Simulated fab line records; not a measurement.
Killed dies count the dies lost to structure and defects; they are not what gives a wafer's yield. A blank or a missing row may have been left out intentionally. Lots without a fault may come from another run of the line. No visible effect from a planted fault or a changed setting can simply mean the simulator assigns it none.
Problem report in the 8D (eight disciplines) form, filled by code -- flow rit-cmos -- the parts of the form that need people (team, actions taken, sign-off) are left out

== 1. PROBLEM STATEMENT ==
Mean NLDD_TW at RIT_NLDD_TW_MEAS_10: 1953 over 9 wafers in 3 lots; fault-free wafers: 2494, standard deviation 17. Relative to the usual mean, that is a shift of -32 standard deviations.
First seen on wafer L291.1, day 5 18:00, on film-metro-01. Wafers with a number at this step in the record: 45, from 15 lots. The rule behind "out" and "out of limits": a value lying over 4 standard deviations away from the usual mean. Any other wafer with a number is counted as sound.

== 2. WHAT IT IS, WHAT IT ISN'T ==
question,is,is not
which readings at this step,NLDD_TW,-
which lots,"L291, L293, L294","L277, L278, L279, L280, L281, L284, L285, L288, L295, L297, L298, L299"
which wafers of those lots,all that have a number,-
read on which gauges,"film-metro-01, film-metro-04",film-metro-02
when,from day 5 18:00,"up to then (24 sound wafers); but 12 sound wafers of L295, L297, L298, L299 came after"

== 3. SUSPECTS, AND WHAT RULES EACH OUT ==
Counting: a tool stays on the suspect list if, at a process step up to the reading, it processed all lots that are out and no sound lot following the first of them.
- ruled out: the gauge at RIT_NLDD_TW_MEAS_10. Those wafers that are out were read across 2 gauges (film-metro-01, film-metro-04).
- implanter-01 at RIT_NLDD_IMPLANT_08: kept. Every lot that is out went through it, starting with L291 (day 5 17:40), and after that it ran no sound lot; the last sound lot it ran before then is L285 (day 4 10:28). Its own dose-ions-cm2, faraday-current-uA readings are out on those wafers.
Remaining after the count: implanter-01 at RIT_NLDD_IMPLANT_08.

== 4. THE CAUSE (what the simulator had put in) ==
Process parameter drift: implanter-01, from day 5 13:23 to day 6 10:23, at RIT_NLDD_IMPLANT_08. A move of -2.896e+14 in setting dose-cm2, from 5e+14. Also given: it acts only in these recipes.
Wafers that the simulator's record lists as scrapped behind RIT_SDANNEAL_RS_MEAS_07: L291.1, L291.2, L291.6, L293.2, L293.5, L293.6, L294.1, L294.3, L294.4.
Counting left only this tool.

== 5. SEQUENCE OF EFFECTS, ordered by route ==
Rows list readings where the struck wafers' mean (over those with a number) sits beyond 3 standard deviations from the usual. Only readings whose record carries a usual standard deviation are examined. hours: median over the lots of the time between each lot's start at the first step of this table that gives one and its start at this step. sigmas: the change, counted in usual standard deviations.
hours,step,reading,usual,on struck wafers,change,sigmas
0,RIT_NLDD_IMPLANT_08,dose-ions-cm2,5e+14,2e+14,-3e+14,-99 or more
0,RIT_NLDD_IMPLANT_08,faraday-current-uA,1571,660,-911,-29
0,RIT_NLDD_TW_MEAS_10,NLDD_TW,2494,1953,-541,-32
14,RIT_SDANNEAL_RS_MEAS_07,NLDD_RS,151.7 ohm/sq,291.8,+140.1,+99 or more
Process steps it contains:
- RIT_NLDD_IMPLANT_08
At these later measuring or inspecting steps, every struck wafer for which the step has a row has a number for every such reading, and none has moved that far: RIT_NSD_OVL_MEAS_06.

== 6. HOW IT WOULD HAVE BEEN CAUGHT EARLIER ==
Counted from the fault's start at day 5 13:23, it took 5 hours until the first out-of-limits reading at a measuring or inspecting step in this record, taken at day 5 18:00.
The tool's own readings at RIT_NLDD_IMPLANT_08 were out on every struck wafer that the step has a row for (dose-ions-cm2, faraday-current-uA): an alarm limit on them would have fired on the first of those.
Among the 3 lots that are out, L293, L294 began RIT_NLDD_IMPLANT_08 on implanter-01 after day 5 18:00. A hold on the tool at that time would have spared those 2.
